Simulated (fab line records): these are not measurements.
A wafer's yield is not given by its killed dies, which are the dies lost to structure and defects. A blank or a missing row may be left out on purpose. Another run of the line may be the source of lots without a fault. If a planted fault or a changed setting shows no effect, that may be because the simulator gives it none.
fab line records -- flow ritCmos
record lots=5, wafers=23
route steps=202 shown ACTIVE@4 NWELL@36 PWELL@48 WELLDRIVE@50 NRETRO@54 PRETRO@65 GATE@89
startH: start of the lot's first displayed wafer, in hours after the record's first day -- waitH: hours elapsed since this lot's preceding step -- " as in the row above -- L1.1+2: several wafers, shown together as one row -- - no value, or no start was given -- * or withheld: withheld -- < > ~ a bound
route shown NAME@n: a module of which the file shows steps, and the number in the route of the first -- usual: mean/standard deviation taken from wafers without a fault -- same: alike in all rows -- chamber/n: place in a boat -- sites: readings site by site -- _std_site: their standard deviation -- _edge_site: the outer-site mean with the inner-site mean subtracted -- radiusMm: for every site, how far away it sits from the centre of the wafer -- mask NAME#n: copy n -- behind: the last tool/chamber to shape the wafer -- hold: why the lot was held/for how many hours/how that ended -- device: names the non-switching transistor (n, p or np) -- end of line: the tests these same wafers got at the end of their route -- a step given without rows: its recipe and nothing more -- killed: dies lost to structure and defects at the first sort, not the wafer's yield -- map: the dies of a wafer, with x for killed, . for not killed, _ for no die there
set.NAME: the setting as run; set.NAME@STEP: as run at that earlier step -- model.NAME: the simulator's own value behind a step, which no gauge read
lots with deliberately changed settings; one table per step, one row per wafer
## steps
# step RIT_ACTIVE_CVD_03
# recipe material=Si3N4, targetThkNm=150, tempC=810, precursor=SiH2Cl2/NH3, timeS=1500, pressureMtorr=300, sih2cl2FlowSccm=60, nh3FlowSccm=150
lot.wafer,tool,chamber,startH,waitH,set.timeS,model.Si3N4_of_ACTIVE_CVD_03.thkNm
L074.2,-,-,-,0.3,1500,149.1
L074.3,-,-,-,0.3,1500,151.9
L074.4,-,-,-,0.3,1500,149.5
L074.5,-,-,-,0.3,1500,150.1
L074.6,-,-,-,0.3,1500,150.2
L076.1,-,-,-,0.1,1276,124.3
L076.2,-,-,-,0.1,1276,124.5
L076.3,-,-,-,0.1,1276,122.9
L076.4,-,-,-,0.1,1276,125
L076.5,-,-,-,0.1,1276,123.7
L077.1,-,-,-,0.1,1399,137.9
L077.2,-,-,-,0.1,1399,138.7
L077.4,-,-,-,0.1,1399,138.8
L077.5,-,-,-,0.1,1399,139
L077.6,-,-,-,0.1,1399,138.2
L082.1,lpcvd-02,0,52.11,0.1,1500,148.7
L082.2,lpcvd-02,0,52.11,0.1,1500,150.8
L082.3,lpcvd-02,0,52.11,0.1,1500,150.3
L083.1,-,-,-,0.1,1500,149.9
L083.3+5+6,-,-,-,0.1,1500,148.8
L083.4,-,-,-,0.1,1500,149
# step RIT_ACTIVE_THK_MEAS_04
# recipe reads=Si3N4_of_ACTIVE_CVD_03
# usual ACTIVE_NITRIDE_THK=149.0/1.6
lot.wafer,tool,chamber,startH,waitH,set.timeS@ACTIVE_CVD_03,ACTIVE_NITRIDE_THK[nm]
L074.2,filmMetro-02,-,-,-,1500,149.1
L074.3,filmMetro-02,-,-,-,1500,151.9
L074.4,filmMetro-02,-,-,-,1500,149.6
L074.5,filmMetro-02,-,-,-,1500,150.3
L074.6,filmMetro-02,-,-,-,1500,150.2
L076.1,filmMetro-01,-,-,-,1276,124.3
L076.2,filmMetro-01,-,-,-,1276,124.5
L076.3,filmMetro-01,-,-,-,1276,122.9
L076.4,filmMetro-01,-,-,-,1276,125.0
L076.5,filmMetro-01,-,-,-,1276,123.7
L077.1,filmMetro-02,-,-,-,1399,137.9
L077.2,filmMetro-02,-,-,-,1399,138.8
L077.4,filmMetro-02,-,-,-,1399,138.7
L077.5,filmMetro-02,-,-,-,1399,139.0
L077.6,filmMetro-02,-,-,-,1399,138.2
L082.1,filmMetro-01,-,53.53,0.0,1500,148.6
L082.2,filmMetro-01,-,53.53,0.0,1500,150.8
L082.3,filmMetro-01,-,53.53,0.0,1500,150.2
L083.1,filmMetro-04,-,-,-,1500,149.9
L083.3,filmMetro-04,-,-,-,1500,148.8
L083.4,filmMetro-04,-,-,-,1500,149.0
L083.5,filmMetro-04,-,-,-,1500,148.6
L083.6,filmMetro-04,-,-,-,1500,148.8
# step RIT_ACTIVE_COAT_06
# recipe resist=NOVOLAK, spinRpm=3250, resistThkNm=1000
lot.wafer,tool,chamber,startH,waitH,set.spinRpm,model.NOVOLAK_of_ACTIVE_COAT_06.thkNm
L074.2,lithoTrack-03,0,15.43,0.1,3250,1002
L074.3,lithoTrack-03,0,15.43,0.1,3250,1001
L074.4,lithoTrack-03,0,15.43,0.1,3250,995.8
L074.5,lithoTrack-03,0,15.43,0.1,3250,996.2
L074.6,lithoTrack-03,0,15.43,0.1,3250,1000
L076.1,lithoTrack-01,0,26.23,0.1,3250,995.1
L076.2,lithoTrack-01,0,26.23,0.1,3250,998.6
L076.3,lithoTrack-01,0,26.23,0.1,3250,997.2
L076.4,lithoTrack-01,0,26.23,0.1,3084,1024
L076.5,lithoTrack-01,0,26.23,0.1,3084,1025
L077.1,lithoTrack-01,0,29.21,0.1,3106,1019
L077.2,lithoTrack-01,0,29.21,0.1,3106,1020
L077.4,lithoTrack-01,0,29.21,0.1,3250,995.4
L077.5,lithoTrack-01,0,29.21,0.1,3106,1018
L077.6,lithoTrack-01,0,29.21,0.1,3250,995.2
L082.1,lithoTrack-04,0,53.74,0.1,3250,998.2
L082.2,lithoTrack-04,0,53.74,0.1,3250,994
L082.3,lithoTrack-04,0,53.74,0.1,3250,998.7
L083.1,lithoTrack-04,0,58.87,0.1,3250,1002
L083.3,lithoTrack-04,0,58.87,0.1,3250,1001
L083.4,lithoTrack-04,0,58.87,0.1,3250,1000
L083.5,lithoTrack-04,0,58.87,0.1,3427,974.2
L083.6,lithoTrack-04,0,58.87,0.1,3427,974.1
# step RIT_ACTIVE_SOFTBAKE_07
# recipe resist=NOVOLAK, tempC=90, timeS=60
# step RIT_ACTIVE_EXPOSE_08
# recipe maskId=M1, na=0.6, sourceShape=conventional, sigmaOuter=0.6, targetCdNm=1400, doseMj=225
# step RIT_ACTIVE_DEVELOP_10
# recipe resist=NOVOLAK, developTimeS=50, devTempC=23
# step RIT_ACTIVE_HARDBAKE_12
# recipe resist=NOVOLAK, tempC=140, timeS=60
lot.wafer,tool,chamber,startH,waitH,set.spinRpm@ACTIVE_COAT_06,model.NOVOLAK_of_ACTIVE_COAT_06.thkNm
L074.2,lithoTrack-01,0,16.38,0.1,3250,885.7
L074.3,lithoTrack-01,0,16.38,0.1,3250,884.3
L074.4,lithoTrack-01,0,16.38,0.1,3250,880.1
L074.5,lithoTrack-01,0,16.38,0.1,3250,880.5
L074.6,lithoTrack-01,0,16.38,0.1,3250,883.9
L076.1,lithoTrack-04,0,27.28,0.2,3250,879.5
L076.2,lithoTrack-04,0,27.28,0.2,3250,882.6
L076.3,lithoTrack-04,0,27.28,0.2,3250,881.4
L076.4,lithoTrack-04,0,27.28,0.2,3084,904.8
L076.5,lithoTrack-04,0,27.28,0.2,3084,905.3
L077.1,lithoTrack-03,0,30.41,0.1,3106,900.7
L077.2,lithoTrack-03,0,30.41,0.1,3106,900.9
L077.4,lithoTrack-03,0,30.41,0.1,3250,879.7
L077.5,lithoTrack-03,0,30.41,0.1,3106,899.9
L077.6,lithoTrack-03,0,30.41,0.1,3250,879.6
L082.1,lithoTrack-04,0,54.68,0.1,3250,882.1
L082.2,lithoTrack-04,0,54.68,0.1,3250,878.5
L082.3,lithoTrack-04,0,54.68,0.1,3250,882.7
L083.1,lithoTrack-01,0,59.81,0.1,3250,885.3
L083.3,lithoTrack-01,0,59.81,0.1,3250,884.5
L083.4,lithoTrack-01,0,59.81,0.1,3250,883.8
L083.5+6,lithoTrack-01,0,59.81,0.1,3427,861.2
# step RIT_ACTIVE_ETCH_13
# recipe stopOn=SiO2, chemistry=SF6, target=Si3N4, timeS=210, overEtchFrac=0.4, SF6_flow_sccm=200, pressureMtorr=260, rfW=125, targetDepthA=2100
# usual oesProductAu=0.818/0.013
lot.wafer,tool,chamber,startH,waitH,set.pressureMtorr,set.timeS@ACTIVE_CVD_03,oesProductAu,model.ACTIVE.featureDepthNm,model.etch.depthNm
L074.2,rieDiel-01,1,16.50,0.1,260,1500,0.821,149.1,149.1
L074.3,rieDiel-01,3,16.50,0.1,260,1500,0.814,152.9,151.9
L074.4,rieDiel-01,0,16.50,0.1,260,1500,0.820,150.6,149.5
L074.5,rieDiel-01,2,16.50,0.1,260,1500,0.818,150.1,150.1
L074.6,rieDiel-01,1,16.50,0.1,260,1500,0.838,150.2,150.2
L076.1,rieDiel-01,3,27.43,0.1,232,1276,0.746,124.3,124.3
L076.2,rieDiel-01,1,27.43,0.1,232,1276,0.752,124.5,124.5
L076.3,rieDiel-01,0,27.43,0.1,232,1276,0.734,123,122.9
L076.4,rieDiel-01,2,27.43,0.1,232,1276,0.743,125,125
L076.5,rieDiel-01,0,27.43,0.1,232,1276,0.730,123.8,123.7
L077.1,rieDiel-03,3,30.56,0.1,240.6,1399,0.793,137.9,137.9
L077.2,rieDiel-03,0,30.56,0.1,240.6,1399,0.804,138.7,138.7
L077.4,rieDiel-03,1,30.56,0.1,240.6,1399,0.775,138.8,138.8
L077.5,rieDiel-03,1,30.56,0.1,240.6,1399,0.775,139,139
L077.6,rieDiel-03,2,30.56,0.1,240.6,1399,0.792,138.2,138.2
L082.1,rieDiel-03,2,54.83,0.1,260,1500,0.821,148.7,148.7
L082.2,rieDiel-03,3,54.83,0.1,260,1500,0.827,150.8,150.8
L082.3,rieDiel-03,1,54.83,0.1,260,1500,0.807,150.3,150.3
L083.1,rieDiel-01,1,59.96,0.1,246.2,1500,0.825,149.9,149.9
L083.3,rieDiel-01,3,59.96,0.1,246.2,1500,0.814,149.3,148.8
L083.4,rieDiel-01,0,59.96,0.1,246.2,1500,0.808,149.7,149
L083.5,rieDiel-01,2,59.96,0.1,246.2,1500,0.815,148.8,148.8
L083.6,rieDiel-01,1,59.96,0.1,246.2,1500,0.822,148.8,148.8
# step RIT_NWELL_IMPLANT_08
# recipe species=P, energyKev=170, doseCm2=5e+13, tiltDeg=7
lot.wafer,tool,chamber,startH,waitH,set.doseCm2
L074.2+3,implanter-04,0,25.33,0.2,4.698e+13
L074.4+5+6,implanter-04,0,25.33,0.2,5e+13
L076.1+2+3+4+5,implanter-04,0,33.27,0.2,5e+13
L077.1+4+5,implanter-04,0,37.53,0.2,5e+13
L077.2+6,implanter-04,0,37.53,0.2,5.299e+13
L082.1+2+3,implanter-01,0,61.70,0.2,5e+13
L083.1+5,implanter-01,0,67.31,0.2,5.298e+13
L083.3+4+6,implanter-01,0,67.31,0.2,5e+13
# step RIT_NWELL_STRIP_09
# recipe chemistry=O2, timeS=180, resist=NOVOLAK, platenTempC=withheld, powerW=500, pressureMtorr=4000, o2FlowSccm=4000
# step RIT_NWELL_TW_MEAS_10
# usual NWELL_TW=2155/13
lot.wafer,tool,chamber,startH,waitH,set.doseCm2@NWELL_IMPLANT_08,NWELL_TW
L074.2,filmMetro-02,-,25.64,0.1,4.698e+13,2114
L074.3,filmMetro-02,-,25.64,0.1,4.698e+13,2113
L074.4,filmMetro-02,-,25.64,0.1,5e+13,2168
L074.5,filmMetro-02,-,25.64,0.1,5e+13,2166
L074.6,filmMetro-02,-,25.64,0.1,5e+13,2161
L076.1,filmMetro-02,-,33.59,0.1,5e+13,2145
L076.2,filmMetro-02,-,33.59,0.1,5e+13,2155
L076.3,filmMetro-02,-,33.59,0.1,5e+13,2153
L076.4,filmMetro-02,-,33.59,0.1,5e+13,2146
L076.5,filmMetro-02,-,33.59,0.1,5e+13,2156
L077.1,filmMetro-03,-,37.86,0.1,5e+13,2164
L077.2,filmMetro-03,-,37.86,0.1,5.299e+13,2206
L077.4,filmMetro-03,-,37.86,0.1,5e+13,2165
L077.5,filmMetro-03,-,37.86,0.1,5e+13,2161
L077.6,filmMetro-03,-,37.86,0.1,5.299e+13,2212
L082.1,filmMetro-03,-,62.02,0.1,5e+13,2144
L082.2,filmMetro-03,-,62.02,0.1,5e+13,2161
L082.3,filmMetro-03,-,62.02,0.1,5e+13,2159
L083.1,filmMetro-03,-,67.64,0.1,5.298e+13,2195
L083.3,filmMetro-03,-,67.64,0.1,5e+13,2170
L083.4,filmMetro-03,-,67.64,0.1,5e+13,2163
L083.5,filmMetro-03,-,67.64,0.1,5.298e+13,2218
L083.6,filmMetro-03,-,67.64,0.1,5e+13,2156
# step RIT_PWELL_STRIP_09
# recipe chemistry=O2, timeS=180, resist=NOVOLAK, platenTempC=withheld, powerW=500, pressureMtorr=4000, o2FlowSccm=4000
lot.wafer,tool,chamber,startH,waitH,set.o2FlowSccm
L074.2+4+5,plasmaAsher-02,"1,0,0",27.16,0.1,4485
L074.3+6,plasmaAsher-02,1,27.16,0.1,4000
L076.1+2+4,plasmaAsher-01,"1,0,0",35.25,0.1,4000
L076.3+5,plasmaAsher-01,1,35.25,0.1,3529
L077.1+6,plasmaAsher-03,1,39.43,0.1,3796
L077.2+4+5,plasmaAsher-03,0,39.43,0.1,4000
L082.1+2+3,plasmaAsher-01,"1,0,1",63.40,0.1,4000
L083.1+4+6,plasmaAsher-02,"0,0,1",69.14,0.1,4000
L083.3+5,plasmaAsher-02,"1,0",69.14,0.1,3592
# step RIT_WELLDRIVE_ANNEAL_00
# recipe tempC=1100, timeS=14700, ambient=N2
# step RIT_WELLDRIVE_RS_MEAS_01
# recipe thkMeasGauge=four-point-probe
# usual NWELL_RS=274.9/0.73
lot.wafer,tool,chamber,startH,waitH,set.doseCm2@NWELL_IMPLANT_08,NWELL_RS[ohm/sq]
L074.2,filmMetro-03,-,32.50,0.0,4.698e+13,285.2
L074.3,filmMetro-03,-,32.50,0.0,4.698e+13,285.0
L074.4,filmMetro-03,-,32.50,0.0,5e+13,274.7
L074.5,filmMetro-03,-,32.50,0.0,5e+13,274.7
L074.6,filmMetro-03,-,32.50,0.0,5e+13,274.3
L076.1,filmMetro-03,-,42.31,0.0,5e+13,275.8
L076.2,filmMetro-03,-,42.31,0.0,5e+13,275.1
L076.3,filmMetro-03,-,42.31,0.0,5e+13,275.7
L076.4,filmMetro-03,-,42.31,0.0,5e+13,275.6
L076.5,filmMetro-03,-,42.31,0.0,5e+13,274.4
L077.1,filmMetro-01,-,44.79,0.0,5e+13,274.2
L077.2,filmMetro-01,-,44.79,0.0,5.299e+13,265.3
L077.4,filmMetro-01,-,44.79,0.0,5e+13,274.9
L077.5,filmMetro-01,-,44.79,0.0,5e+13,275.2
L077.6,filmMetro-01,-,44.79,0.0,5.299e+13,266.0
L082.1,filmMetro-01,-,68.72,0.0,5e+13,276.4
L082.2,filmMetro-01,-,68.72,0.0,5e+13,276.4
L082.3,filmMetro-01,-,68.72,0.0,5e+13,275.4
L083.1,filmMetro-03,-,75.74,0.0,5.298e+13,265.5
L083.3,filmMetro-03,-,75.74,0.0,5e+13,273.7
L083.4,filmMetro-03,-,75.74,0.0,5e+13,274.4
L083.5,filmMetro-03,-,75.74,0.0,5.298e+13,265.5
L083.6,filmMetro-03,-,75.74,0.0,5e+13,274.4
# step RIT_NRETRO_COAT_01
# recipe resist=NOVOLAK, spinRpm=2000, resistThkNm=1300
lot.wafer,tool,chamber,startH,waitH,set.spinRpm,model.NOVOLAK_of_NRETRO_COAT_01.thkNm
L074.2,lithoTrack-04,0,32.90,0.1,2113,1262
L074.3,lithoTrack-04,0,32.90,0.1,2000,1301
L074.4+5,lithoTrack-04,0,32.90,0.1,2000,1298
L074.6,lithoTrack-04,0,32.90,0.1,2113,1260
L076.1+4,lithoTrack-02,0,42.70,0.1,2082,1277
L076.2,lithoTrack-02,0,42.70,0.1,2000,1303
L076.3,lithoTrack-02,0,42.70,0.1,2082,1276
L076.5,lithoTrack-02,0,42.70,0.1,2000,1307
L077.1,lithoTrack-01,0,45.18,0.1,2000,1299
L077.2,lithoTrack-01,0,45.18,0.1,2124,1261
L077.4,lithoTrack-01,0,45.18,0.1,2000,1297
L077.5,lithoTrack-01,0,45.18,0.1,2124,1260
L077.6,lithoTrack-01,0,45.18,0.1,2000,1301
L082.1,lithoTrack-02,0,69.14,0.1,2000,1295
L082.2,lithoTrack-02,0,69.14,0.1,2000,1296
L082.3,lithoTrack-02,0,69.14,0.1,2000,1294
L083.1,lithoTrack-01,0,76.13,0.1,2000,1302
L083.3,lithoTrack-01,0,76.13,0.1,2000,1294
L083.4+5,lithoTrack-01,0,76.13,0.1,2000,1295
L083.6,lithoTrack-01,0,76.13,0.1,2000,1299
# step RIT_NRETRO_DEVELOP_05
# recipe resist=NOVOLAK, developTimeS=68, devTempC=23
lot.wafer,tool,chamber,startH,waitH,set.developTimeS
L074.2+3+5,lithoTrack-01,0,-,-,68
L074.4+6,lithoTrack-01,0,-,-,74.65
L076.1+2+5,lithoTrack-01,0,-,-,68
L076.3+4,lithoTrack-01,0,-,-,77.02
L077.1+2+4+5+6,lithoTrack-01,0,-,-,68
L082.1+2+3,lithoTrack-02,0,-,-,68
L083.1+4,lithoTrack-04,0,-,-,68
L083.3+5+6,lithoTrack-04,0,-,-,58.83
# step RIT_NRETRO_HARDBAKE_07
# recipe resist=NOVOLAK, tempC=140, timeS=120
lot.wafer,tool,chamber,startH,waitH,set.spinRpm@NRETRO_COAT_01,model.NOVOLAK_of_NRETRO_COAT_01.thkNm
L074.2,lithoTrack-01,0,33.81,0.1,2113,1104
L074.3,lithoTrack-01,0,33.81,0.1,2000,1138
L074.4+5,lithoTrack-01,0,33.81,0.1,2000,1135
L074.6,lithoTrack-01,0,33.81,0.1,2113,1103
L076.1+3+4,lithoTrack-04,0,43.60,0.0,2082,1117
L076.2,lithoTrack-04,0,43.60,0.0,2000,1140
L076.5,lithoTrack-04,0,43.60,0.0,2000,1143
L077.1,lithoTrack-04,0,45.95,0.0,2000,1136
L077.2+5,lithoTrack-04,0,45.95,0.0,2124,1103
L077.4,lithoTrack-04,0,45.95,0.0,2000,1135
L077.6,lithoTrack-04,0,45.95,0.0,2000,1138
L082.1,lithoTrack-01,0,70.03,0.0,2000,1133
L082.2,lithoTrack-01,0,70.03,0.0,2000,1134
L082.3,lithoTrack-01,0,70.03,0.0,2000,1132
L083.1,lithoTrack-02,0,77.16,0.0,2000,1139
L083.3,lithoTrack-02,0,77.16,0.0,2000,1132
L083.4+5,lithoTrack-02,0,77.16,0.0,2000,1133
L083.6,lithoTrack-02,0,77.16,0.0,2000,1136
# step RIT_PRETRO_COAT_01
# recipe resist=NOVOLAK, spinRpm=2000, resistThkNm=1300
lot.wafer,tool,chamber,startH,waitH,set.resistThkNm,model.NOVOLAK_of_PRETRO_COAT_01.thkNm
L074.2,lithoTrack-03,0,34.57,0.1,1328,1328
L074.3,lithoTrack-03,0,34.57,0.1,1300,1303
L074.4+6,lithoTrack-03,0,34.57,0.1,1328,1329
L074.5,lithoTrack-03,0,34.57,0.1,1300,1297
L076.1,lithoTrack-03,0,44.38,0.1,1300,1305
L076.2+5,lithoTrack-03,0,44.38,0.1,1300,1303
L076.3,lithoTrack-03,0,44.38,0.1,1300,1306
L076.4,lithoTrack-03,0,44.38,0.1,1300,1300
L077.1,lithoTrack-04,0,46.73,0.1,1300,1300
L077.2,lithoTrack-04,0,46.73,0.1,1326,1329
L077.4,lithoTrack-04,0,46.73,0.1,1300,1302
L077.5,lithoTrack-04,0,46.73,0.1,1326,1325
L077.6,lithoTrack-04,0,46.73,0.1,1326,1328
L082.1,lithoTrack-04,0,70.81,0.1,1300,1296
L082.2,lithoTrack-04,0,70.81,0.1,1300,1300
L082.3,lithoTrack-04,0,70.81,0.1,1300,1302
L083.1,lithoTrack-01,0,77.94,0.1,1300,1308
L083.3,lithoTrack-01,0,77.94,0.1,1300,1307
L083.4,lithoTrack-01,0,77.94,0.1,1300,1306
L083.5,lithoTrack-01,0,77.94,0.1,1300,1305
L083.6,lithoTrack-01,0,77.94,0.1,1300,1304
# step RIT_PRETRO_SOFTBAKE_02
# recipe resist=NOVOLAK, tempC=90, timeS=60
# step RIT_PRETRO_EXPOSE_03
# recipe maskId=M5, na=0.57, targetCdNm=43700, doseMj=250
# step RIT_PRETRO_DEVELOP_05
# recipe resist=NOVOLAK, developTimeS=68, devTempC=22.31
# step RIT_PRETRO_HARDBAKE_07
# recipe resist=NOVOLAK, tempC=140, timeS=120
lot.wafer,tool,chamber,startH,waitH,set.resistThkNm@PRETRO_COAT_01,model.NOVOLAK_of_PRETRO_COAT_01.thkNm
L074.2,lithoTrack-04,0,35.48,0.1,1328,1161
L074.3,lithoTrack-04,0,35.48,0.1,1300,1139
L074.4+6,lithoTrack-04,0,35.48,0.1,1328,1162
L074.5,lithoTrack-04,0,35.48,0.1,1300,1135
L076.1,lithoTrack-03,0,45.27,0.0,1300,1141
L076.2,lithoTrack-03,0,45.27,0.0,1300,1140
L076.3,lithoTrack-03,0,45.27,0.0,1300,1142
L076.4,lithoTrack-03,0,45.27,0.0,1300,1137
L076.5,lithoTrack-03,0,45.27,0.0,1300,1139
L077.1,lithoTrack-01,0,47.63,0.0,1300,1137
L077.2+6,lithoTrack-01,0,47.63,0.0,1326,1161
L077.4,lithoTrack-01,0,47.63,0.0,1300,1138
L077.5,lithoTrack-01,0,47.63,0.0,1326,1159
L082.1,lithoTrack-03,0,71.58,0.0,1300,1133
L082.2,lithoTrack-03,0,71.58,0.0,1300,1137
L082.3,lithoTrack-03,0,71.58,0.0,1300,1139
L083.1,lithoTrack-04,0,78.83,0.0,1300,1144
L083.3,lithoTrack-04,0,78.83,0.0,1300,1143
L083.4+5,lithoTrack-04,0,78.83,0.0,1300,1142
L083.6,lithoTrack-04,0,78.83,0.0,1300,1141
# step RIT_PRETRO_IMPLANT_08
# recipe species=B, energyKev=45, doseCm2=1.2e+13, tiltDeg=7
lot.wafer,tool,chamber,startH,waitH,set.energyKev,model.implant.rpNm,model.implant.drpNm
L074.2+3,implanter-04,0,35.71,0.2,45.92,150.4,55.74
L074.4+5+6,implanter-04,0,35.71,0.2,45,147.5,55.07
L076.1+4+5,implanter-03,0,45.52,0.2,45,146.5,55.07
L076.2+3,implanter-03,0,45.52,0.2,47.16,153.1,56.61
L077.1+2,implanter-03,0,47.88,0.2,45,144.2,55.07
L077.4+5+6,implanter-03,0,47.88,0.2,43.99,141.2,54.33
L082.1+2+3,implanter-03,0,71.83,0.2,45,144.9,55.07
L083.1+4+5,implanter-03,0,79.08,0.2,45,143.8,55.07
L083.3+6,implanter-03,0,79.08,0.2,42.88,137.4,53.51
# step RIT_GATE_EXPOSE_13
# recipe maskId=M6, na=0.6, sourceShape=conventional, sigmaOuter=0.6, targetCdNm=150, doseMj=380
lot.wafer,tool,chamber,startH,waitH,mask,set.doseMj
L074.2+3+4,ilineStepper-02,0,42.67,0.1,M6#0,397.9
L074.5+6,ilineStepper-02,0,42.67,0.1,M6#0,380
L076.1+4,ilineStepper-02,0,50.77,0.2,M6#0,380
L076.2+3+5,ilineStepper-02,0,50.77,0.2,M6#0,395.3
L077.1+2+4+5+6,ilineStepper-02,0,54.77,0.1,M6#0,380
L082.1+2+3,ilineStepper-01,0,79.49,0.1,M6#0,380
L083.1+6,ilineStepper-02,0,83.58,0.2,M6#0,380
L083.3+4+5,ilineStepper-02,0,83.58,0.2,M6#0,390
## key
split step=RIT_ACTIVE_CVD_03, setting=timeS, stated=1500, by=lot
response step=RIT_ACTIVE_CVD_03, reading=model.Si3N4_of_ACTIVE_CVD_03.thkNm, change=+1.71, per=1%, r=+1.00
response step=RIT_ACTIVE_THK_MEAS_04, reading=ACTIVE_NITRIDE_THK, change=+1.71, per=1%, r=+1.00
response step=RIT_ACTIVE_ETCH_13, reading=oesProductAu, change=+0.0052, per=1%, r=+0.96
response step=RIT_ACTIVE_ETCH_13, reading=model.ACTIVE.featureDepthNm, change=+1.73, per=1%, r=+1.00
response step=RIT_ACTIVE_ETCH_13, reading=model.etch.depthNm, change=+1.71, per=1%, r=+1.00
split step=RIT_ACTIVE_COAT_06, setting=spinRpm, stated=3250, by=wafer
response step=RIT_ACTIVE_COAT_06, reading=model.NOVOLAK_of_ACTIVE_COAT_06.thkNm, change=-5.18, per=1%, r=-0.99
response step=RIT_ACTIVE_HARDBAKE_12, reading=model.NOVOLAK_of_ACTIVE_COAT_06.thkNm, change=-4.53, per=1%, r=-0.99
split step=RIT_ACTIVE_ETCH_13, setting=pressureMtorr, stated=260, by=lot
response step=RIT_ACTIVE_ETCH_13, reading=oesProductAu, change=+0.00668, per=1%, r=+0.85
split step=RIT_NWELL_IMPLANT_08, setting=doseCm2, stated=5e+13, by=wafer
response step=RIT_NWELL_TW_MEAS_10, reading=NWELL_TW, change=+7.85, per=1%, r=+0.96
response step=RIT_WELLDRIVE_RS_MEAS_01, reading=NWELL_RS, change=-1.58, per=1%, r=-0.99
split step=RIT_PWELL_STRIP_09, setting=o2FlowSccm, stated=4000, by=wafer
response none clear
split step=RIT_NRETRO_COAT_01, setting=spinRpm, stated=2000, by=wafer
response step=RIT_NRETRO_COAT_01, reading=model.NOVOLAK_of_NRETRO_COAT_01.thkNm, change=-6.53, per=1%, r=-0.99
response step=RIT_NRETRO_HARDBAKE_07, reading=model.NOVOLAK_of_NRETRO_COAT_01.thkNm, change=-5.63, per=1%, r=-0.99
split step=RIT_NRETRO_DEVELOP_05, setting=developTimeS, stated=68, by=wafer
response none clear
split step=RIT_PRETRO_COAT_01, setting=resistThkNm, stated=1300, by=wafer
response step=RIT_PRETRO_COAT_01, reading=model.NOVOLAK_of_PRETRO_COAT_01.thkNm, change=+13.2, per=1%, r=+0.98
response step=RIT_PRETRO_HARDBAKE_07, reading=model.NOVOLAK_of_PRETRO_COAT_01.thkNm, change=+11.4, per=1%, r=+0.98
split step=RIT_PRETRO_IMPLANT_08, setting=energyKev, stated=45, by=wafer
response step=RIT_PRETRO_IMPLANT_08, reading=model.implant.rpNm, change=+1.37, per=1%, r=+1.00
response step=RIT_PRETRO_IMPLANT_08, reading=model.implant.drpNm, change=+0.327, per=1%, r=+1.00
split step=RIT_GATE_EXPOSE_13, setting=doseMj, stated=380, by=wafer
response none in this file
